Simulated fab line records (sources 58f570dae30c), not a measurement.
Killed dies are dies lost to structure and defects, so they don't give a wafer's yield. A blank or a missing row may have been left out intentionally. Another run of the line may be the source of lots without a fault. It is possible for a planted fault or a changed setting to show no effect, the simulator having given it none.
8D (eight disciplines) problem report, filled in by code || flow berkeley-cmos170 || the parts of the form that need people (team, actions taken, sign-off) are left out

1. PROBLEM STATEMENT
Wafers without a fault read 21.64 s, standard deviation 0.062; strip-time-to-endpoint-s at UCB170_NLDD_STRIP_10 reads a mean of 21.09 s on 6 wafers belonging to 2 lots. That puts it -8.9 standard deviations away from the usual mean.
The step: strips in O2.
First seen on wafer L115.2, day 10 12:09, on plasma-asher-04. The record holds 42 wafers of 14 lots with a number at this step. The rule behind "out" and "out of limits": a value lying over 4 standard deviations away from the usual mean. The other wafers with a number count as sound.

2. WHAT THIS IS AND IS NOT
{"question": "which readings at this step", "is": "strip-time-to-endpoint-s", "is not": "drypump-motor-current-A, oes-product-au"}
{"question": "which lots", "is": "L115, L117", "is not": "L100, L102, L103, L104, L105, L106, L107, L108, L114, L119, L120, L121"}
{"question": "which wafers of those lots", "is": "all that have a number", "is not": "-"}
{"question": "read on which tools", "is": "plasma-asher-04", "is not": "plasma-asher-01, plasma-asher-03"}
{"question": "when", "is": "from day 10 12:09", "is not": "up to then (27 sound wafers); but 9 sound wafers of L119, L120, L121 came after"}

3. THE SUSPECTS, EACH WITH WHAT RULES IT OUT
Counting: a tool stays on the suspect list if, at a process step up to the reading, it processed all lots that are out and no sound lot following the first of them.
- litho-track-02 at UCB170_NLDD_COAT_01 (resist thk 900 nm): kept. All lots that are out passed through it, beginning with L115 at day 10 10:36, and no sound lot followed; its final sound lot before that point was L114 at day 10 09:43.
- plasma-asher-04 at UCB170_NLDD_STRIP_10 (strips in O2): kept. All lots that are out passed through it, beginning with L115 at day 10 12:09, and no sound lot followed; its final sound lot before that point was L107 at day 8 08:51. Out on those wafers are its own readings of strip-time-to-endpoint-s.
The count leaves plasma-asher-04 at UCB170_NLDD_STRIP_10 and litho-track-02 at UCB170_NLDD_COAT_01.

4. THE CAUSE (what the simulator had put in)
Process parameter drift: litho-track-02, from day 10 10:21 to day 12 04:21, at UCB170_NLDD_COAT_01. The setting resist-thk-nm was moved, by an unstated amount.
2 suspects survive the count, and this tool is in that group.

5. THE CHAIN OF EFFECTS, in route order
Each row: a reading where the mean over the struck wafers with a number is more than 3 standard deviations away from the usual. Only readings whose record carries a usual standard deviation are examined. hours: median over the lots of the time between each lot's start at the first step of this table that gives one and its start at this step. sigmas: the change, counted in usual standard deviations.
{"hours": 0, "step": "UCB170_NLDD_STRIP_10", "reading": "strip-time-to-endpoint-s", "usual": "21.64 s", "on struck wafers": 21.09, "change": -0.55, "sigmas": -8.9}
Here are the process steps it includes:
- UCB170_NLDD_STRIP_10: strips in O2.
At these later measuring or inspecting steps, every struck wafer for which the step has a row has a number for every such reading, and none has moved that far: UCB170_PSD_CD_MEAS_06, UCB170_PSD_OVL_MEAS_07.

6. HOW IT WOULD HAVE BEEN CAUGHT EARLIER
In this record no reading fell out of limits until day 10 12:09, 2 hours after the fault had begun at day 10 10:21.
Of the tool readings at UCB170_NLDD_COAT_01 for which the record gives a usual standard deviation, none was out on any struck wafer, so an alarm limit of 4 standard deviations on them would not have fired.
Of the lots that are out (2), L117 began UCB170_NLDD_COAT_01 on litho-track-02 after day 10 12:09. A tool hold placed at that time would have kept it from harm.
